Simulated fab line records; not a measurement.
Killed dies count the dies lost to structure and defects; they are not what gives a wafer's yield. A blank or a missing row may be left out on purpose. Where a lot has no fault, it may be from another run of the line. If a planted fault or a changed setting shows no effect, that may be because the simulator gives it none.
2 desks, one fault | flow berkeleyCmos170 | every desk sees just its own numbers, and what lay behind them comes last

== FROM THE METROLOGY DESK ==
Means of the sampled wafers that have a number, per lot and without regard to the tool the lot ran on: this is what the gauges read. Any lot whose mean is over 4 standard deviations away from the usual mean is out of limits and marked OUT; that distance is given in the brackets.
Columns: A = cdNm at UCB170_V2_CD_MEAS_12, usual 700.5 nm
lot  | first seen here | A
L166 | day 9 00:22     | 699.9
L165 | day 9 03:12     | 700.7
L167 | day 9 15:56     | 698.7
L168 | day 9 18:45     | 700.1
L170 | day 10 08:11    | 699.8
L169 | day 10 08:25    | 700.7
L171 | day 10 08:38    | 702.4
L173 | day 11 02:05    | 701.6
L174 | day 11 03:29    | 701.8
L176 | day 11 21:33    | 700.1
L175 | day 11 21:50    | 699.1
L183 | day 13 22:44    | 702.3
L186 | day 14 21:25    | 699.1
Finding of this desk: none of the 13 lots has anything out of limits.

== DESK OF THE TOOL OWNER: rieSi-01 ==
The tool's own readings at UCB170_GATE_ETCH_15 (etches poly-Si in HBr/Cl2, stops on SiO2, time 56.3 s, target depth 278.2 nm): means of the sampled wafers that have a number, for each lot that ran on this tool. Any lot whose mean is over 4 standard deviations away from the usual mean is out of limits and marked OUT; that distance is given in the brackets.
Columns: A = HBr_flow_sccm at UCB170_GATE_ETCH_15, usual 150.0 sccm; B = drypumpMotorCurrentA at UCB170_GATE_ETCH_15, usual 5.8 A; C = oesProductAu at UCB170_GATE_ETCH_15, usual 0.830 a.u.; D = rfFwdPowerW at UCB170_GATE_ETCH_15, usual 297.5 W; E = throttleValvePct at UCB170_GATE_ETCH_15, usual 26.51 %
lot  | first seen here | A     | B   | C     | D               | E
L165 | day 7 11:33     | 150.4 | 6.0 | 0.828 | 297.7           | 26.38
L168 | day 8 01:47     | 150.4 | 5.7 | 0.824 | 296.5           | 26.37
L171 | day 8 17:48     | 149.6 | 6.0 | 0.821 | 296.5           | 26.38
L169 | day 8 18:20     | 149.7 | 5.7 | 0.821 | 297.3           | 26.54
L173 | day 9 13:11     | 150.5 | 5.9 | 0.834 | 297.0           | 26.52
L176 | day 10 09:35    | 149.8 | 5.9 | 0.838 | 297.3           | 26.55
L183 | day 11 19:38    | 150.1 | 5.7 | 0.824 | 280.4 (-12) OUT | 26.55
Finding of this desk: L183 out of limits; the first was L183 at day 11 19:38, on rfFwdPowerW at UCB170_GATE_ETCH_15. L165, L168, L171, L169, L173, L176 stayed within limits.

== TAKEN TOGETHER ==
At day 11 19:38, on L183, the tool owner's desk was in a position to raise an alarm.
Nothing out of limits was seen by the metrology desk.
The metrology desk has L183 on record, within its limits.
UCB170_GATE_ETCH_15 was run on rieSi-01 by each of the lots named.

== WHAT THE SIMULATOR PUT IN ==
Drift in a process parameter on rieSi-01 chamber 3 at UCB170_GATE_ETCH_15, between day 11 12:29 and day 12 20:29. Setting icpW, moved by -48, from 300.
Shown lots that were struck: L183.
Hours from the fault's start to each desk's first reading out of limits: the tool owner's desk, 7.
